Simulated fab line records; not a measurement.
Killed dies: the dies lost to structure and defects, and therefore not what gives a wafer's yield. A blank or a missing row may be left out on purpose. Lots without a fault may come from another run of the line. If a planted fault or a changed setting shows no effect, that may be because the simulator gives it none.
Comparing a struck lot with a sound one :: flow rit_cmos :: 14 steps out of a route of 202
Sound: wafers L748.1, L748.5, L748.6. The struck wafers were L757.2, L757.5, L757.6. The cause is given at the end.
At each step with rows: each side's tool, then ch and its chambers, then its first start. Under that, the readings that differ: sound wafers :: struck wafers :: difference of the means :: sigmas: that difference in standard deviations of wafers without a fault.
alike: readings with means less than 2 such deviations apart, plus words and numbers identical on both sides. not compared: withheld readings, readings lacking a value on some wafer, bounds such as >300 that could conceal the same value, and numbers that have no deviation in the record and whose values overlap.
A row with sigmas, a row that says differs or no value, or rows on one side alone: a step with any of these is where the two part. Numbers that don't overlap but have no deviation are shown without sigmas and don't part them. A reading that every wafer of one side lacks parts them only if that side has two wafers or more.

RIT_SILICIDE_SPUTTER_01: material Ti, target thk 30 nm, time 240 s.
  sound on pvd_sputter-01, day 5 16:24; struck on pvd_sputter-01, day 7 14:02
  alike: throttle_valve_pct
RIT_SILICIDE_RS_MEAS_02: uses a four-point probe to measure.
  sound on film_metro-02, day 5 16:33; struck on film_metro-04, day 7 14:12
  alike: SILICIDE_TI_RS
RIT_SILICIDE_THK_MEAS_03: measures by xrf.
  sound on film_metro-02, day 5 16:40; struck on film_metro-04, day 7 14:19
  alike: SILICIDE_TI_THK
RIT_SILICIDE_RTA_04: time 10 s, ramp up 5 s, ramp down 5 s.
  sound on rtp_anneal-02 ch 0, day 5 16:44; struck on rtp_anneal-01 ch 0, day 7 14:22
  alike: chamber_o2_ppm, wafer_temp_C_max
then, 1 step without rows for these wafers: RIT_SILICIDE_WET_ETCH_05 (etches Ti in SPM, time 120 s).
RIT_SILICIDE_RTA_06: time 10 s, ramp up 5 s, ramp down 10 s.
  sound on rtp_anneal-02 ch 0, day 5 16:50; struck on rtp_anneal-02 ch 0, day 7 14:29
  alike: chamber_o2_ppm, wafer_temp_C_max
RIT_CONTACT_CVD_00: deposits SiO2 from TEOS, target thk 400 nm, time 61 s.
  sound on pecvd-04 ch 1,2, day 5 16:54; struck on pecvd-04 ch 0,2, day 7 14:32
  alike: heater_power_w, rf_fwd_power_W
RIT_CONTACT_THK_MEAS_01:
  sound on film_metro-04, day 5 16:57; struck on film_metro-03, day 7 14:36
  alike: CONTACT_TEOS_THK
then, 4 steps without rows for these wafers: RIT_CONTACT_HMDS_02 (prime time 60 s); RIT_CONTACT_COAT_03 (resist thk 1000 nm); RIT_CONTACT_SOFTBAKE_04 (time 60 s); RIT_CONTACT_EXPOSE_05 (exposes mask M11, target cd 1000 nm).
RIT_CONTACT_PEB_06:
  sound on litho_track-04 ch 0, day 5 17:40; struck on litho_track-04, day 7 15:29
reading: exhaust_pa (Pa)
sound: 46.7 43.2 44.5
struck: - - -
difference: no value on the struck wafers
sigmas: 
  not compared: chill_plate_temp_C
then, 1 step without rows for these wafers: RIT_CONTACT_DEVELOP_07 (develop time 120 s).

## WHERE THEY PART
Only at RIT_CONTACT_PEB_06, within this record.

WHY: what had been put in by the simulator
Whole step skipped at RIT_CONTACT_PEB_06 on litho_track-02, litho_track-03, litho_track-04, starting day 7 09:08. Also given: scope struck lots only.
